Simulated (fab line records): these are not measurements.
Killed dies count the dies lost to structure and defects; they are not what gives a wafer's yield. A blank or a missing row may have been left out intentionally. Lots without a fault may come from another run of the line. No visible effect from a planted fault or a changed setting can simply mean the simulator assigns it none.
Which tool was responsible? + flow berkeley cmos170 + 15 lots, 45 wafers sampled, at 1 step of a route of 331

WHAT EACH GAUGE READ, for each wafer
UCB170_SPACER_THK_MEAS_01.
| lot  | measured     | on            | SPACER_TEOS_THK (nm) |
|------|--------------|---------------|----------------------|
| L886 | day 7 14:23  | film metro-02 | 368 374 376          |
| L887 | day 7 14:34  | film metro-01 | 378 386 388          |
| L888 | day 7 14:40  | film metro-02 | 371 375 380          |
| L889 | day 8 08:25  | film metro-02 | 369 375 382          |
| L890 | day 8 09:11  | film metro-04 | 378 383 381          |
| L891 | day 8 18:42  | film metro-01 | 375 370 381          |
| L893 | day 9 06:52  | film metro-02 | 372 379 373          |
| L894 | day 9 17:49  | film metro-01 | 372 374 382          |
| L897 | day 10 01:46 | film metro-02 | 371 373 381          |
| L900 | day 10 13:09 | film metro-02 | 372 381 378          |
| L899 | day 11 03:13 | film metro-02 | 374 379 382          |
| L903 | day 11 03:53 | film metro-02 | 375 376 379          |
| L901 | day 11 04:04 | film metro-02 | 373 380 374          |
| L907 | day 12 12:12 | film metro-01 | 365 377 376          |
| L905 | day 12 13:21 | film metro-04 | 374 375 380          |

WHAT TOOL EACH LOT RAN ON (gives the tool, then ch and the chambers of the sampled wafers, and finally the start)
The record holds no process step before these readings.

WHAT THE TOOLS THEMSELVES READ (means of the sampled wafers that have a number; where no wafer has one, the mark that the record gives instead)
The record holds no such reading with a usual standard deviation.

THE ANSWER, worked out from the rows above alone
Rule: the usual values come from the lots themselves. Put in order of their means at a reading, lots are off if they are a third of the lots or fewer, leave a main group of 4 or more, and stand apart from it by a gap of 3 or more times the standard deviation of the main group's means; of several such gaps the widest counts. Not used: any main group whose means are identical at the precision the tables above print for the reading. Also off: a lot with no number at a reading for which 4 or more lots have one. The other lots that the step has rows for count as sound. First the gauges in route order, then the tools' own readings, where a lot's mean is used as printed above. The first step at which some lot is off is used, and at that step the reading that is off furthest; a lot without a number counts as furthest.
No lot is off on any of the readings shown, so nothing can be concluded from this.

WHAT THE SIMULATOR HAD INSERTED
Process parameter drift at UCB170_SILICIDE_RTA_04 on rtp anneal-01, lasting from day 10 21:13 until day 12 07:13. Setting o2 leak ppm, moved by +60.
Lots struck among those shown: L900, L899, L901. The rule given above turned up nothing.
